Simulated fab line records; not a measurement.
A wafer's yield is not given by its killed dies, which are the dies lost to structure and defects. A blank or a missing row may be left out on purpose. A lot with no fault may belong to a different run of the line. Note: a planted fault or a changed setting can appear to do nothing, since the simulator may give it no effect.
The same fault as seen by 2 desks    flow berkeleyCmos170    every desk sees just its own numbers, and what lay behind them comes last

FROM THE METROLOGY DESK
What the gauges read, lot by lot, whatever tool the lot ran on: means of the sampled wafers that have a number. The brackets show how far a lot's mean lies from the usual mean; more than 4 standard deviations puts the lot out of limits, marked OUT.
Columns: A = INCOMING_BOW at UCB170_START_BOW_MEAS_00, usual -1 um; B = NWELL_OVL at UCB170_NWELL_OVL_MEAS_12, usual -1 nm; C = PVT_OVL at UCB170_PVT_OVL_MEAS_06, usual -4 nm
lot   first seen here  A   B   C
L249  day 1 15:00      6   -5  -5
L251  day 2 01:00      -3  6   -7
L252  day 2 06:04      -7  -4  -10
L253  day 2 11:02      -2  -2  -11
L255  day 2 21:00      -4  -8  -3
L257  day 3 07:00      -4  -1  -7
L258  day 3 12:00      7   4   -8
L259  day 3 17:00      6   9   1
L260  day 3 22:20      -6  9   -12
L261  day 4 03:00      3   -2  -
L263  day 4 13:00      -6  -4  -9
L264  day 4 18:00      -1  -3  -
L265  day 4 23:02      -1  -1  -
L270  day 6 00:02      -1  -6  2
L271  day 6 05:02      -1  3   3
This desk's finding: nothing out of limits on any of the 15 lots.

AT THE TOOL OWNER'S DESK: rieDiel-03
The tool's own readings at UCB170_PWELL_ETCH_14 (etches Si3N4 in CH3F/Ar/O2, stops on SiO2, target depth 242 nm, time 151 s): means of the sampled wafers that have a number, for each lot that ran on this tool. The brackets show how far a lot's mean lies from the usual mean; more than 4 standard deviations puts the lot out of limits, marked OUT.
Columns: A = drypumpMotorCurrentA at UCB170_PWELL_ETCH_14, usual 5.9 A; B = mfcArSccm at UCB170_PWELL_ETCH_14, usual 49.98 sccm; C = oesProductAu at UCB170_PWELL_ETCH_14, usual 0.939 a.u.; D = rfFwdPowerW at UCB170_PWELL_ETCH_14, usual 448.5 W; E = runLengthS at UCB170_PWELL_ETCH_14, usual 179.2 s; F = throttleValvePct at UCB170_PWELL_ETCH_14, usual 8.12 %
lot   first seen here  A    B      C      D      E                F
L252  day 4 05:23      5.9  49.91  0.928  448.4  179.3            8.14
L258  day 5 09:19      6.1  49.79  0.922  448.2  179.3            8.19
L259  day 5 16:34      6.1  49.97  0.935  447.1  179.0            8.05
L261  day 5 22:35      5.9  49.99  0.981  -      156.0 (-64) OUT  8.13
L264  day 6 04:50      5.9  50.03  0.985  -      156.1 (-64) OUT  8.14
L265  day 6 14:40      5.9  50.06  0.988  -      156.1 (-64) OUT  8.11
Finding of this desk: L261, L264, L265 out of limits; the first was L261 at day 5 22:35, on runLengthS at UCB170_PWELL_ETCH_14. L252, L258, L259 stayed within limits.

ALL TOGETHER
The tool owner's desk had the chance to raise an alarm at day 5 22:35 on L261, L264, L265.
At the metrology desk, nothing out of limits was observed.
The metrology desk has L261, L264, L265 on record, within its limits.
Every lot named ran UCB170_PWELL_ETCH_14 on rieDiel-03.

WHAT WAS PUT IN BY THE SIMULATOR
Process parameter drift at UCB170_PWELL_ETCH_14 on rieDiel-03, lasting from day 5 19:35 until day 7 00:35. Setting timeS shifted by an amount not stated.
Struck lots among those shown: L261, L264, L265.
Hours from the fault's start to each desk's first reading out of limits: the tool owner's desk, 3.
